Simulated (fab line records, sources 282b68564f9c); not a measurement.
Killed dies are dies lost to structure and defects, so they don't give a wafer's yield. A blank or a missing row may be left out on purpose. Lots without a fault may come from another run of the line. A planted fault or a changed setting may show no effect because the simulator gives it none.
fab line records | flow rit_cmos
record lots=14 wafers=42 last_day=7
route steps=202 shown REOX@101 M1@202
lots that met no fault: from a run of the same line without faults
start_h: hours from the record's first day to the start of the lot's first wafer shown | wait_h: hours since the lot's step before | " the same as in the row above | L1.1+2: a row that stands for several wafers | - no value, or no start given | * or withheld: withheld | < > ~ a bound
route shown NAME@n: a module of which the file shows steps, and the number in the route of the first | usual: mean/standard deviation of fault-free wafers | same: alike in all rows | chamber/n: place in a boat | sites: the reading at each site | _std_site: their standard deviation | _edge_site: outer sites' mean less inner sites' | radius_mm: how far each site lies from the wafer's centre | mask NAME#n: copy n | behind: the tool/chamber that last shaped the wafer | hold: why the lot was held/for how many hours/how that ended | device: the transistor (n, p or np) that didn't switch | end of line: the same wafers' tests at the end of the route | a step without rows: its recipe alone | killed: dies lost to structure and defects at the first sort, not the wafer's yield | map: a wafer's dies, x killed, . not, _ none there
set.NAME: the setting as run; set.NAME@STEP: as run at that earlier step | model.NAME: the simulator's own value behind a step, which no gauge read
steps of the route over a sample of lots; a table a step, a row a wafer
## steps
# step RIT_REOX_OXIDATION_03
# recipe temp_c=900 ambient=O2 target_thk_a=252 ox_time_s=5580
# usual spike_tc_centre_C=902.9/1.6 spike_tc_load_C=925.7/2 spike_tc_source_C=925.9/1.1 tube_center_temp_C=899.99/0.08 tube_center_temp_C_max=902.3/0.35
# columns lot.wafer tool chamber start_h wait_h spike_tc_centre_C spike_tc_load_C spike_tc_source_C tube_center_temp_C tube_center_temp_C_max
L345.2 furnace-01 0 43.99 0.0 904.6 924.8 928.6 899.94 902.1
L345.5 " 0 " " 904.7 924.3 926.1 900.02 902.2
L345.6 " 0 " " 906.0 923.9 924.2 900.07 902.1
L346.1 furnace-04 0 47.83 1.7 901.7 927.7 925.7 899.93 902.2
L346.2 " 0 " " 900.1 929.7 925.2 899.99 902.8
L346.6 " 0 " " 900.5 928.0 925.8 899.94 902.4
L347.2 furnace-04 0 53.02 1.2 901.8 928.9 926.5 900.07 902.1
L347.4 " 0 " " 900.5 929.3 925.6 899.86 901.7
L347.5 " 0 " " 898.2 928.5 924.8 900.06 902.1
L351.3 furnace-04 0 71.85 0.0 908.5 935.8 932.2 907.91 910.2
L351.4 " 0 " " 911.3 936.5 933.2 908.09 911.0
L351.6 " 0 " " 910.6 936.0 933.1 907.96 910.4
L352.2 furnace-03 0 77.40 1.3 904.4 926.1 925.4 899.88 901.9
L352.5 " 0 " " 903.1 924.1 927.5 900.09 902.5
L352.6 " 0 " " 904.2 925.2 925.9 900.02 902.0
L353.1 furnace-04 0 84.26 0.0 909.5 936.0 935.4 907.99 910.6
L353.3 " 0 " " 907.8 935.8 934.8 908.07 910.4
L353.6 " 0 " " 909.3 937.4 933.9 908.02 910.4
L357.1 furnace-03 0 102.35 0.0 904.1 924.2 923.9 900.03 901.8
L357.5 " 0 " " 903.3 923.9 926.1 899.95 902.1
L357.6 " 0 " " 904.4 924.5 924.0 899.79 901.9
L358.2 furnace-03 0 104.90 0.7 904.6 923.7 927.8 899.82 902.3
L358.3 " 0 " " 904.0 924.9 927.8 899.85 902.5
L358.4 " 0 " " 903.3 922.8 927.0 899.87 902.3
L361.1 furnace-03 0 119.60 0.5 905.2 923.9 925.1 900.17 902.1
L361.3 " 0 " " 902.9 924.9 926.4 899.93 902.2
L361.6 " 0 " " 905.0 923.8 926.9 900.02 902.3
L363.1 furnace-01 0 132.05 0.4 905.5 923.6 926.6 899.84 902.6
L363.4 " 0 " " 904.1 924.9 925.1 899.91 902.4
L363.6 " 0 " " 903.8 924.7 925.7 900 902.8
L365.1 furnace-03 0 139.38 0.6 901.5 924.0 928.2 900.05 901.8
L365.2 " 0 " " 903.7 926.1 927.3 899.96 901.8
L365.5 " 0 " " 903.3 926.6 924.8 900.06 902.9
L366.2 furnace-03 0 143.71 0.0 903.8 922.6 925.3 899.89 901.9
L366.4 " 0 " " 903.5 925.2 925.5 899.97 903.4
L366.6 " 0 " " 903.2 924.6 926.2 900.05 902.0
L367.2 furnace-01 0 152.05 0.3 904.6 923.6 924.1 899.83 902.1
L367.4 " 0 " " 904.4 922.9 924.3 900.03 902.8
L367.6 " 0 " " 905.0 924.2 925.3 900.02 902.1
L368.1 furnace-03 0 154.37 0.0 902.9 925.5 926.5 900.16 902.2
L368.4 " 0 " " 903.4 924.3 926.7 899.95 902.1
L368.5 " 0 " " 901.4 925.4 926.2 900.06 902.5
# step RIT_REOX_THK_MEAS_04
# recipe reads=SiO2_of_REOX_OXIDATION_03
# usual REOX_OXIDE_THK=25.1/0.43
# columns lot.wafer tool chamber start_h wait_h REOX_OXIDE_THK[nm]
L345.2 film_metro-01 - 46.55 0.0 24.8
L345.5 " - " " 24.7
L345.6 " - " " 25.1
L346.1 film_metro-01 - 50.38 0.0 25.0
L346.2 " - " " 24.8
L346.6 " - " " 25.3
L347.2 film_metro-02 - 55.58 0.0 25.3
L347.4 " - " " 24.9
L347.5 " - " " 24.9
L351.3 film_metro-04 - 74.42 0.0 27.5
L351.4 " - " " 27.6
L351.6 " - " " 27.7
L352.2 film_metro-01 - 79.96 0.0 25.0
L352.5 " - " " 24.6
L352.6 " - " " 25.3
L353.1 film_metro-04 - 86.81 0.0 27.1
L353.3 " - " " 26.5
L353.6 " - " " 26.9
L357.1 film_metro-01 - 104.90 0.0 25.1
L357.5 " - " " 25.1
L357.6 " - " " 25.0
L358.2 film_metro-01 - 107.46 0.0 24.7
L358.3 " - " " 25.2
L358.4 " - " " 24.7
L361.1 film_metro-01 - 122.15 0.0 24.9
L361.3 " - " " 25.2
L361.6 " - " " 24.9
L363.1 film_metro-01 - 134.60 0.0 25.4
L363.4 " - " " 25.2
L363.6 " - " " 25.2
L365.1 film_metro-01 - 141.93 0.0 25.3
L365.2 " - " " 25.1
L365.5 " - " " 25.1
L366.2 film_metro-02 - 146.27 0.0 24.7
L366.4 " - " " 24.8
L366.6 " - " " 24.7
L367.2 film_metro-02 - 154.61 0.0 25.4
L367.4 " - " " 25.8
L367.6 " - " " 25.1
L368.1 film_metro-01 - 156.92 0.0 25.2
L368.4 " - " " 25.6
L368.5 " - " " 25.0
# step RIT_M1_PROBE_99
# usual killed_at_M0_to_M3=0.0/0.12 killed_at_contacts=0.0/0.16 killed_at_front_end=7.1/2.7 killed_dies=7.2/2.7 killed_open=3.5/1.9 killed_short=3.6/1.9
# same gross_dies=264 killed_at_M4_up=0 killed_at_back_side=0 killed_at_other=0
# columns lot.wafer tool chamber start_h wait_h killed_at_M0_to_M3 killed_at_contacts killed_at_front_end killed_dies killed_open killed_short
L368.1 prober-01 - 173.32 0.1 0 0 14 14 8 6
L368.4 prober-01 - 173.47 0.2 0 0 5 5 2 3
L368.5 prober-01 - 173.52 0.2 0 0 6 6 2 4
# killed by level:class
L368.1 REOX:geometric_particle:open=6 REOX:geometric_particle:short=2 SPACER:geometric_particle:short=2 SILICIDE:geometric_particle:short=2 FOX2:geometric_particle:open=1 GATE:geometric_particle:open=1
L368.4 SILICIDE:geometric_particle:short=2 GATE:geometric_particle:short=1 SPACER:geometric_particle:open=1 SILICIDE:geometric_particle:open=1
L368.5 FOX1:geometric_particle:short=1 FOX2:geometric_particle:open=1 GATE:geometric_particle:short=1 REOX:geometric_particle:short=1 SPACER:geometric_particle:short=1 SILICIDE:geometric_particle:open=1
## key
first_sign step=RIT_REOX_OXIDATION_03 reading=tube_center_temp_C direction=up sigmas=89 usual=* struck=*
effect step=RIT_REOX_OXIDATION_03 reading=tube_center_temp_C_max direction=up sigmas=23 usual=* struck=*
effect step=RIT_REOX_THK_MEAS_04 reading=REOX_OXIDE_THK direction=up sigmas=4.9 usual=25.1 struck=27.2
met_at RIT_REOX_OXIDATION_03
struck_lots L351,L353
tester_left_out L351,L353
onset_between 53.02 71.85
fault kind=process_parameter_drift tool=furnace-04 chamber=- onset_h=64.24 steps=RIT_REOX_OXIDATION_03 channel=temp_c offset=* shape=step end_h=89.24 acts_in=* stated=*
# tester_left_out: of these lots the tester's yield and bins aren't shown, on N5 and GAA mostly nor the transistor test; their killed dies are dies lost to structure and defects alone, not to doping, threshold or leakage, so they don't give the yield
